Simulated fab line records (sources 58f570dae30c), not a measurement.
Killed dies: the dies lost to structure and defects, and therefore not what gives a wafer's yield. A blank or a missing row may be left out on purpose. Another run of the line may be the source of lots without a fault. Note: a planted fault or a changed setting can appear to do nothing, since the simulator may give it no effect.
2 desks looking at one fault / flow berkeleyCmos170 / numbers are kept per desk, each desk with only its own; the story behind them comes last

== FOR THE TOOL OWNER'S DESK: pecvd-01 ==
The tool's own readings at UCB170_V2_CVD_00 (deposits SiO2 from TEOS/O2, target thk 2000 nm, time 250 s): means of the sampled wafers that have a number, for each lot that ran on this tool. Marked OUT: a lot whose mean sits more than 4 standard deviations from the usual mean, which makes it out of limits; the brackets give that distance.
Columns: A = heaterPowerW at UCB170_V2_CVD_00, usual 264 W; B = rfFwdPowerW at UCB170_V2_CVD_00, usual 548.2 W
lot=L854; first seen here=day 9 19:51; A=268; B=548.4
lot=L853; first seen here=day 9 22:26; A=298; B=548.9
lot=L856; first seen here=day 11 07:02; A=294; B=548.7
lot=L857; first seen here=day 11 07:28; A=231; B=548.1
lot=L869; first seen here=day 13 19:08; A=270; B=547.3
Result from this desk: across the 5 lots, nothing is out of limits.

== FROM THE METROLOGY DESK ==
What the gauges read for every lot (on any tool): the sampled wafers with a number, averaged. Marked OUT: a lot whose mean sits more than 4 standard deviations from the usual mean, which makes it out of limits; the brackets give that distance.
Columns: A = V2_TEOS_THK at UCB170_V2_THK_MEAS_01, usual 2001 nm
lot=L848; first seen here=day 8 04:57; A=1999
lot=L847; first seen here=day 8 10:13; A=1986
lot=L851; first seen here=day 9 07:39; A=2006
lot=L854; first seen here=day 9 20:01; A=1992
lot=L852; first seen here=day 9 20:25; A=1954
lot=L855; first seen here=day 9 22:19; A=2019
lot=L853; first seen here=day 9 22:35; A=1959
lot=L856; first seen here=day 11 07:12; A=3371 (+42) OUT
lot=L857; first seen here=day 11 07:34; A=3366 (+41) OUT
lot=L860; first seen here=day 12 00:11; A=2016
lot=L866; first seen here=day 12 18:28; A=2017
lot=L868; first seen here=day 13 16:59; A=2053
lot=L867; first seen here=day 13 17:13; A=1978
lot=L869; first seen here=day 13 19:17; A=1981
Per this desk, out of limits: L856, L857; the first was L856, day 11 07:12 (V2_TEOS_THK at UCB170_V2_THK_MEAS_01). L848, L847, L851, L854, L852, L855, L853, L860, L866, L868, L867, L869 stayed within limits.

== TAKEN TOGETHER ==
The metrology desk could have raised an alarm at day 11 07:12, on L856, L857.
The desk of the tool owner found nothing out of limits.
The tool owner's desk has L856, L857 on record, within its limits.
All the named lots went through UCB170_V2_CVD_00 on pecvd-01.

== WHAT THE SIMULATOR HAD PUT IN ==
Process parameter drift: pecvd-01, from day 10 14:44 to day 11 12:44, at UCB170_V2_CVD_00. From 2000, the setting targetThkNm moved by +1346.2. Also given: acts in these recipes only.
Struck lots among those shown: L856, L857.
Delay in hours, fault start to first out-of-limits reading, per desk: metrology desk 16.
